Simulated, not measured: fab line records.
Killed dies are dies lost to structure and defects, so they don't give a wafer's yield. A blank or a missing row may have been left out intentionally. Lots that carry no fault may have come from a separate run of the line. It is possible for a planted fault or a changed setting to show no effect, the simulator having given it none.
Matching of chambers || flow berkeleyCmos170 || UCB170_V1_ETCH_14 on rieDiel-02: 4 sister chambers
The step etches SiO2 in CHF3/CF4/Ar, stops on Al, target depth 1250 nm, time 291 s. 4 wafers are shown with their chamber, then 8 later ones without.

## WAFERS, EACH WITH ITS CHAMBER
{"wafer": "L629.4", "chamber": 3, "drypumpMotorCurrentA (A)": 5.62}
{"wafer": "L634.4", "chamber": 1, "drypumpMotorCurrentA (A)": 5.64}
{"wafer": "L640.4", "chamber": 0, "drypumpMotorCurrentA (A)": 6.13}
{"wafer": "L643.3", "chamber": 2, "drypumpMotorCurrentA (A)": 6.08}

## WAFERS WITH NO CHAMBER GIVEN
{"wafer": "L643.4", "drypumpMotorCurrentA (A)": 5.63}
{"wafer": "L643.5", "drypumpMotorCurrentA (A)": 6.07}
{"wafer": "L647.1", "drypumpMotorCurrentA (A)": 5.65}
{"wafer": "L647.3", "drypumpMotorCurrentA (A)": 6.12}
{"wafer": "L647.5", "drypumpMotorCurrentA (A)": 5.62}
{"wafer": "L648.1", "drypumpMotorCurrentA (A)": 6.08}
{"wafer": "L648.2", "drypumpMotorCurrentA (A)": 6.12}
{"wafer": "L648.6", "drypumpMotorCurrentA (A)": 6.13}

## WHICH CHAMBER EACH ONE RAN IN
{"wafer": "L643.4", "from the rows above": "can't be placed: 1 or 3", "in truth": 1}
{"wafer": "L643.5", "from the rows above": 2, "in truth": 2}
{"wafer": "L647.1", "from the rows above": 1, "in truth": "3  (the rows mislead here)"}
{"wafer": "L647.3", "from the rows above": 0, "in truth": 0}
{"wafer": "L647.5", "from the rows above": 3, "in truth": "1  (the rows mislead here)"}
{"wafer": "L648.1", "from the rows above": 2, "in truth": 2}
{"wafer": "L648.2", "from the rows above": 0, "in truth": 0}
{"wafer": "L648.6", "from the rows above": 0, "in truth": 0}
5 of 8 placed correctly. Not placeable from these rows: 1 (in 1, the candidates include the true chamber). Number placed wrongly: 2.
How it was worked out, from the rows above alone: a wafer's distance from a chamber is the root of the sum, over the readings, of the square of ((its reading less the chamber's mean) divided by the reading's scatter). If the next closest chamber is less than 2 further off than the closest, the wafer can't be placed; otherwise it belongs to the closest. For every chamber, the mean is computed from those of its wafers that are shown. The scatter: root of mean squared gap, hidden wafer to nearest shown wafer, with one shown wafer a chamber.
